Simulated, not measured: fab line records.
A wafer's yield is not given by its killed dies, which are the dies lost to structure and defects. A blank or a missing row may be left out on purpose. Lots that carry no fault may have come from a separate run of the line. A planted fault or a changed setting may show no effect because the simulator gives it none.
Lot-split experiment | flow berkeley_cmos170 | on a route of 331 steps: 5 lots, 23 wafers read

== ABOUT THE SPLIT ==
At UCB170_M1_EXPOSE_06 (exposes mask METAL1, target cd 700 nm), the setting dose_mj was moved away from the recipe's 21 on 6 of the 23 wafers read, by +3.8% to +7.0%. All remaining wafers had this setting at the recipe value.

== FROM THE SPLIT TO THE READING: what the file shows between them, 6 steps ==
- UCB170_M1_PEB_07
- UCB170_M1_DEVELOP_08: develop time 45 s
- UCB170_M1_CD_MEAS_09: target cd 700 nm
- UCB170_M1_ETCH_11: etches BARC in N2/H2
- UCB170_M1_METAL_ETCH_12: etches Al in Cl2/BCl3, stops on PSG, target depth 780 nm, time 130 s
- UCB170_M1_STRIP_13: strips in O2

== THE READING ==
cd_nm (nm) at UCB170_M1_CD_MEAS_90, where the cd target is 700 nm. On this fab line, fault-free wafers typically give 700.5 nm with a standard deviation of 2.7 nm.

wafer  | tool, chamber at the split | dose_mj as run | against the recipe | cd_nm, nm | against lot-mates on the recipe
L074.1 | krf_scanner-02, 0          | 21             | recipe             | 701.4     | -
L074.2 | krf_scanner-02, 0          | 22.05          | +5.0%              | 695.7     | -6.6
L074.3 | krf_scanner-02, 0          | 21             | recipe             | 704.3     | -
L074.4 | krf_scanner-02, 0          | 21             | recipe             | 701.3     | -
L074.6 | krf_scanner-02, 0          | 22.05          | +5.0%              | 694.3     | -8.0
L075.1 | krf_scanner-02, 0          | 21             | recipe             | 700.5     | -
L075.2 | krf_scanner-02, 0          | 21             | recipe             | 700.5     | -
L075.3 | krf_scanner-02, 0          | 21             | recipe             | 700.4     | -
L075.4 | krf_scanner-02, 0          | 21             | recipe             | 696.3     | -
L075.5 | krf_scanner-02, 0          | 21             | recipe             | 698.3     | -
L076.1 | krf_scanner-01, 0          | 21             | recipe             | 705.4     | -
L076.3 | krf_scanner-01, 0          | 21             | recipe             | 705.5     | -
L076.4 | krf_scanner-01, 0          | 21.79          | +3.8%              | 696.6     | -8.3
L076.5 | krf_scanner-01, 0          | 21.79          | +3.8%              | 694.0     | -10.9
L076.6 | krf_scanner-01, 0          | 21             | recipe             | 703.9     | -
L082.1 | krf_scanner-02, 0          | 21             | recipe             | 694.9     | -
L082.3 | krf_scanner-02, 0          | 21             | recipe             | 694.8     | -
L082.5 | krf_scanner-02, 0          | 21             | recipe             | 693.9     | -
L083.2 | krf_scanner-02, 0          | 22.46          | +7.0%              | 687.7     | -12.9
L083.3 | krf_scanner-02, 0          | 21             | recipe             | 702.5     | -
L083.4 | krf_scanner-02, 0          | 21             | recipe             | 698.3     | -
L083.5 | krf_scanner-02, 0          | 21             | recipe             | 701.0     | -
L083.6 | krf_scanner-02, 0          | 22.46          | +7.0%              | 686.8     | -13.8

THE FIT
A straight line over all 23 wafers: cd_nm changes by -1.56 nm for each +1% of dose_mj; r = -0.75; the points scatter about the line by 3.4 nm.
The same after taking each lot's own level away (the mean of its wafers on the recipe; 23 wafers): -1.88 nm for each +1%; r = -0.94; scatter 1.7 nm.
The reading moves by 13 nm for the largest change in dose_mj, on that fit.
Measured against the standard deviation above, the lots' own levels, which go from 694.53 to 704.93 nm, span 3.9 times it.
So the lot-to-lot level blurs the effect unless lot-mates are compared.
Check: with one of the wafers moved furthest among these (+7.0%) left out of the fit, the line predicts -13.3 nm for it against its lot-mates. It came out at -12.9 nm against them.

== OTHER SPLITS APPLIED TO THESE WAFERS ==
Other splits were also applied to these wafers ahead of the reading. Each is held against what the fit with the lots' levels taken away leaves over:
other split on the same wafers        | wafers away from the commonest value | r with cd_nm (lot level and that fit taken away)
UCB170_CONTACT_EXPOSE_12 dose_mj      | 10                                   | +0.42
UCB170_CONTACT_ETCH_18 over_etch_frac | 7                                    | +0.09

== THE WHOLE CHAIN: every reading that the file lists as answering this split, in the file's order ==
step                    | what it does                                                         | reading                                                   | change (the file's fit)              | r (the file's)
UCB170_M1_CD_MEAS_09    | target cd 700 nm                                                     | cd_nm                                                     | -1.74 nm for each +1% of the setting | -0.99
UCB170_M1_ETCH_11       | etches BARC in N2/H2                                                 | M1.cd_nm (the simulator's own value, which no gauge read) | -1.8 nm for each +1% of the setting  | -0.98
UCB170_M1_METAL_ETCH_12 | etches Al in Cl2/BCl3, stops on PSG, target depth 780 nm, time 130 s | M1.cd_nm (the simulator's own value, which no gauge read) | -1.89 nm for each +1% of the setting | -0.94
UCB170_M1_CD_MEAS_90    | target cd 700 nm                                                     | cd_nm                                                     | -1.89 nm for each +1% of the setting | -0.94

== FILE'S OWN FIT ==
cd_nm changes by -1.89 nm for each +1% of dose_mj, r = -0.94.
